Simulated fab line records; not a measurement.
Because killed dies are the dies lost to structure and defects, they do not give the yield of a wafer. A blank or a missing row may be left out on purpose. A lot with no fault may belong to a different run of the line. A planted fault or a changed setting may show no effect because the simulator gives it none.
Split-lot experiment ; flow berkeley_cmos170 ; 23 wafers read across 5 lots, on a route 331 steps long

== SPLIT DETAILS ==
At UCB170_M1_COAT_04 (resist thk 900 nm), the setting resist_thk_nm was moved away from the recipe's 900 nm on 9 of the 23 wafers read, by -1.8% to +4.8%. This setting was run at the recipe's value on the other wafers.

The reading comes from the split's own step.

== THE READING ==
KrF_of_M1_COAT_04.thk_nm (the simulator's own value, which no gauge read), in nm, at UCB170_M1_COAT_04 (resist thk 900 nm). The file gives no usual value for it. Here, 14 wafers ran the recipe; their average is 899.7 nm with a standard deviation of 2.4 nm.

wafer;tool, chamber at the split;resist_thk_nm as run, nm;against the recipe;KrF_of_M1_COAT_04.thk_nm, nm;against lot-mates on the recipe
L077.1;litho_track-01, 0;900;recipe;896.4;-
L077.2;litho_track-01, 0;921.8;+2.4%;918.4;+21.0
L077.3;litho_track-01, 0;921.8;+2.4%;920.7;+23.3
L077.4;litho_track-01, 0;921.8;+2.4%;920.7;+23.3
L077.5;litho_track-01, 0;900;recipe;898.4;-
L078.1;litho_track-04, 0;883.4;-1.8%;881.8;-17.2
L078.2;litho_track-04, 0;883.4;-1.8%;881.7;-17.3
L078.3;litho_track-04, 0;900;recipe;899.7;-
L078.5;litho_track-04, 0;900;recipe;898.3;-
L078.6;litho_track-04, 0;883.4;-1.8%;882.8;-16.2
L083.1;litho_track-03, 0;900;recipe;904.6;-
L083.2;litho_track-03, 0;943.2;+4.8%;946.3;+41.8
L083.4;litho_track-03, 0;943.2;+4.8%;945.5;+41.0
L083.5;litho_track-03, 0;943.2;+4.8%;944.8;+40.2
L083.6;litho_track-03, 0;900;recipe;904.5;-
L084.1;litho_track-01, 0;900;recipe;900.7;-
L084.3;litho_track-01, 0;900;recipe;899.1;-
L084.4;litho_track-01, 0;900;recipe;896.8;-
L084.5;litho_track-01, 0;900;recipe;901.1;-
L084.6;litho_track-01, 0;900;recipe;897.2;-
L082.1;litho_track-04, 0;900;recipe;898.5;-
L082.2;litho_track-04, 0;900;recipe;900;-
L082.6;litho_track-04, 0;900;recipe;900.4;-

THE FIT
A straight line over all 23 wafers: KrF_of_M1_COAT_04.thk_nm changes by +9.37 nm for each +1% of resist_thk_nm; r = +0.99; the points scatter about the line by 2.2 nm.
The same after taking each lot's own level away (the mean of its wafers on the recipe; 23 wafers): +8.75 nm for each +1%; r = +1.00; scatter 1.3 nm.
On that fit, the largest move of resist_thk_nm shifts the reading by 42 nm.
From 897.40 to 904.55 nm: that is the span of the lots' own levels, equal to 3.0 times the standard deviation above.
Consequently the slope shifts little with the lot-to-lot level, the two slopes agreeing.
Check: +42 nm against its lot-mates is what the line predicts for one of the wafers moved furthest among these (+4.8%) when that wafer is left out of the fit. It came out at +41.8 nm against them.

== THE WHOLE CHAIN: every reading that the file lists as answering this split, in the file's order ==
step;what it does;reading;change (the file's fit);r (the file's)
UCB170_M1_COAT_04;resist thk 900 nm;KrF_of_M1_COAT_04.thk_nm (the simulator's own value, which no gauge read);+8.74 nm for each +1% of the setting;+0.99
UCB170_M1_METAL_ETCH_12;etches Al in Cl2/BCl3, stops on PSG, target depth 780 nm, time 130 s;KrF_of_M1_COAT_04.thk_nm (the simulator's own value, which no gauge read);+11.4 nm for each +1% of the setting, in a fit together with icp_w@M1_METAL_ETCH_12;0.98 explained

== THE FILE'S OWN FIT ==
KrF_of_M1_COAT_04.thk_nm changes by +8.74 nm for each +1% of resist_thk_nm, r = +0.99.
